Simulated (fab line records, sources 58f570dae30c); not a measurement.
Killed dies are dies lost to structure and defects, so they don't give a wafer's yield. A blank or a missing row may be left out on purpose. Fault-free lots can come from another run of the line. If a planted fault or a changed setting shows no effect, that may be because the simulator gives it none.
Problem report, 8D (eight disciplines) form, completed by code -- flow berkeley-cmos170 -- the parts of the form that need people (team, actions taken, sign-off) are left out

## 1. PROBLEM STATEMENT
Mean of run-length-s at UCB170_M3_SOFTBAKE_06: 103.12 s across 9 wafers in 3 lots; on wafers with no fault it is 89.16 s (standard deviation 0.13). That is +99 or more standard deviations from the usual mean.
The step: time 60 s.
The first sign was on wafer L881.1 at day 10 21:25, on litho-track-04. Wafers with a number at this step in the record: 45, from 15 lots. The rule behind "out" and "out of limits": a value lying over 4 standard deviations away from the usual mean. All remaining wafers that have a number are taken as sound.

## 2. WHAT IT IS, AND WHAT IT ISN'T
question,is,is not
which readings at this step,run-length-s,-
which lots,"L881, L882, L885","L866, L868, L869, L870, L871, L872, L873, L875, L876, L883, L886, L889"
which wafers of those lots,all that have a number,-
read on which tools,litho-track-04,"litho-track-02, litho-track-03"
when,from day 10 21:25,"up to then (27 sound wafers); but 9 sound wafers of L883, L886, L889 came after"

## 3. WHAT RULES OUT EACH SUSPECT
Counting: a tool at any process step up to the reading remains a suspect when it ran all the lots that are out and ran no sound lot after the first of those.
- litho-track-04 at UCB170_M3_SOFTBAKE_06 (time 60 s): kept. It processed each lot that is out, first L881 at day 10 21:25, and no sound lot thereafter; up to then, the last sound lot it processed was L871 at day 8 10:43. Its own run-length-s readings are out on those wafers.
Remaining after the count: litho-track-04 at UCB170_M3_SOFTBAKE_06.

## 4. THE CAUSE (what the simulator had put in)
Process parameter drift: litho-track-04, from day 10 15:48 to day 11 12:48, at UCB170_M3_SOFTBAKE_06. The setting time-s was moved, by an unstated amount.
After counting, this tool was the only one left.

## 5. THE EFFECT CHAIN, in route order
Each row: a reading where the mean over the struck wafers with a number is more than 3 standard deviations away from the usual. Only readings for which the record gives a usual standard deviation are gone through. hours: the time from each lot's start at the first step in this table that gives one to its start at this step, as a median over the lots. sigmas: the change in usual standard deviations.
hours,step,reading,usual,on struck wafers,change,sigmas
0,UCB170_M3_SOFTBAKE_06,run-length-s,89.16 s,103.12,+13.96,+99 or more
Its process steps:
- UCB170_M3_SOFTBAKE_06: time 60 s.

## 6. HOW IT WOULD HAVE BEEN CAUGHT EARLIER
The fault began at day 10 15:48; the first out-of-limits reading in this record came at day 10 21:25, 6 hours later.
